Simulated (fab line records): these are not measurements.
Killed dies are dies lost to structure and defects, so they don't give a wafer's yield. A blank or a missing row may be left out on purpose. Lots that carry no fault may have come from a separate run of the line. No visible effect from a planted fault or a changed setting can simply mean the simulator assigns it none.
Struck lot and sound lot, side by side    flow rit cmos    15 steps out of a route of 202
Sound: these wafers, L460.1, L460.5, L460.6. The struck wafers were L470.1, L470.2, L470.5. The cause is given at the end.
At each step with rows: each side's tool, then ch and its chambers, then its first start. Under that, the readings that differ: sound wafers    struck wafers    difference of the means    sigmas: that difference in standard deviations of wafers without a fault.
alike: a reading whose means differ by less than 2 such deviations, as well as words and numbers matching on both sides. not compared: withheld readings; readings where some wafer has no value; bounds like >300 that might hide an equal value; numbers whose values overlap and for which the record gives no deviation.
Wherever a step has rows on one side only, a row that says differs or no value, or a row with sigmas, the two part there. When numbers do not overlap yet have no deviation, they are printed without sigmas and do not part them. A reading that every wafer of one side lacks parts them only if that side has two wafers or more.

first, 5 steps without rows for these wafers: RIT_NRETRO_COAT_01 (resist thk 1300 nm); RIT_NRETRO_SOFTBAKE_02 (time 60 s); RIT_NRETRO_EXPOSE_03 (exposes mask M4, target cd 43900 nm); RIT_NRETRO_PEB_04; RIT_NRETRO_DEVELOP_05 (develop time 68 s).
RIT_NRETRO_OVL_MEAS_06:
  struck on overlay-02, day 5 09:49; sound on overlay-01, day 3 12:01
  alike: NRETRO_OVL
then, 2 steps without rows for these wafers: RIT_NRETRO_HARDBAKE_07 (time 120 s); RIT_NRETRO_IMPLANT_08.
RIT_NRETRO_STRIP_09: strips in O2, time 180 s.
  sound on plasma asher-03 ch 0,1, day 3 12:28; struck on plasma asher-01 ch 0,1, day 5 10:16
  alike: chamber pressure mTorr, drypump motor current A
  not compared: rf hours counter h
RIT_NRETRO_TW_MEAS_10:
  struck on film metro-04, day 5 10:26; sound on film metro-02, day 3 12:38
  alike: NRETRO_TW
then, 2 steps without rows for these wafers: RIT_PRETRO_HMDS_00 (prime time 60 s); RIT_PRETRO_COAT_01 (resist thk 1300 nm).
RIT_PRETRO_SOFTBAKE_02: time 60 s.
  sound on litho track-01 ch 0, day 3 12:59; struck on litho track-01 ch 0, day 5 10:48
reading                   sound              struck             difference  sigmas
heater power total W (W)  34.58 34.52 34.58  35.09 34.99 35.10  +0.50       +10
run length s (s)          89.27 88.96 89.11  85.97 85.83 85.79  -3.25       -15
then, 1 step without rows for these wafers: RIT_PRETRO_EXPOSE_03 (exposes mask M5, target cd 43700 nm).
RIT_M1_PROBE_99:
  struck on prober-01, day 6 12:38; sound on prober-02, day 4 20:32
  alike: killed_at_M0_to_M3, killed at contacts, killed at front end, killed dies, killed open, killed short

## WHERE THEY PART
Only at RIT_PRETRO_SOFTBAKE_02, as far as this record shows. Later steps at which nothing parts them and some readings are alike: RIT_M1_PROBE_99.

WHY: what the simulator had put in
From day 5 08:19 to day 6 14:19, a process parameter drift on litho track-01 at RIT_PRETRO_SOFTBAKE_02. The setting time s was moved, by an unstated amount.
